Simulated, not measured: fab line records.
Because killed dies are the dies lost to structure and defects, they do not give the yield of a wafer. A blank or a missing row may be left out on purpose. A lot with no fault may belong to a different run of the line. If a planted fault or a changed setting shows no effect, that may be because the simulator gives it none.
The same fault as seen by 2 desks ; flow berkeleyCmos170 ; what lay behind the numbers comes last; until then each desk has only its own

## TOOL OWNER'S DESK, pvdSputter-01
The tool's own readings at UCB170_SILICIDE_SPUTTER_01 (material Ti, target thk 30 nm, time 25 s): means of the sampled wafers that have a number, for each lot that ran on this tool. A lot is out of limits, marked OUT, if its mean lies more than 4 standard deviations from the usual mean; the brackets give that distance.
Columns: A = cathodeDcPowerW at UCB170_SILICIDE_SPUTTER_01, usual 1500.0 W; B = throttleValvePct at UCB170_SILICIDE_SPUTTER_01, usual 29.7 %
lot;first seen here;A;B
L966;day 7 09:32;1499.8;29.4
L972;day 9 07:14;1500.0;28.7
L974;day 9 12:37;1499.9;29.7
L979;day 10 05:59;1500.1;29.7
L981;day 10 13:38;1751.4 (+99 or more) OUT;29.2
L984;day 11 13:14;1750.9 (+99 or more) OUT;29.8
This desk finds L981, L984 out of limits, L981 being first, at day 10 13:38 (cathodeDcPowerW at UCB170_SILICIDE_SPUTTER_01). Within limits: L966, L972, L974, L979.

## FROM THE METROLOGY DESK
What the gauges read, lot by lot, whatever tool the lot ran on: means of the sampled wafers that have a number. A lot is out of limits, marked OUT, if its mean lies more than 4 standard deviations from the usual mean; the brackets give that distance.
Columns: A = cdNm at UCB170_ACTIVE_CD_MEAS_90, usual 1199.9 nm; B = SILICIDE_TI_RS at UCB170_SILICIDE_RS_MEAS_02, usual 26.0 ohm/sq; C = SILICIDE_TI_THK at UCB170_SILICIDE_THK_MEAS_03, usual 30.2 nm
lot;first seen here;A;B;C
L963;day 4 01:43;1200.3;26.2;29.7
L966;day 4 23:28;1201.3;25.5;30.8
L968;day 5 11:37;1200.3;26.6;29.8
L969;day 5 11:53;1198.4;25.7;30.6
L975;day 6 14:31;1201.8;25.4;30.6
L972;day 6 14:37;1198.5;25.7;30.3
L974;day 6 14:44;1196.6;26.1;30.3
L977;day 7 00:56;1198.5;25.9;30.4
L976;day 7 01:10;1200.1;26.2;29.8
L978;day 7 09:16;1199.2;26.1;30.3
L979;day 7 12:40;1200.5;25.4;30.5
L981;day 7 22:39;1200.3;21.7 (-12) OUT;34.9 (+12) OUT
L984;day 8 19:28;1199.9;21.8 (-12) OUT;35.0 (+12) OUT
L986;day 9 01:38;1202.5;25.5;31.0
Per this desk, out of limits: L981, L984; the first was L981, day 10 13:40 (SILICIDE_TI_RS at UCB170_SILICIDE_RS_MEAS_02). Within limits: L963, L966, L968, L969, L975, L972, L974, L977, L976, L978, L979, L986.

## BROUGHT TOGETHER
An alarm could have come from the tool owner's desk at day 10 13:38, on L981, L984.
The metrology desk could have raised an alarm at day 10 13:40, on L981, L984.
All the named lots went through UCB170_SILICIDE_SPUTTER_01 on pvdSputter-01.

## WHAT HAD BEEN PUT IN BY THE SIMULATOR
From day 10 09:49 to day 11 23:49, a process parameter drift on pvdSputter-01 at UCB170_SILICIDE_SPUTTER_01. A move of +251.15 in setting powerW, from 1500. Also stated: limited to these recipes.
Lots struck among those shown: L981, L984.
Delay (hours) between the fault's onset and each desk's first out-of-limits reading: 4 at the tool owner's desk, 4 at the metrology desk.
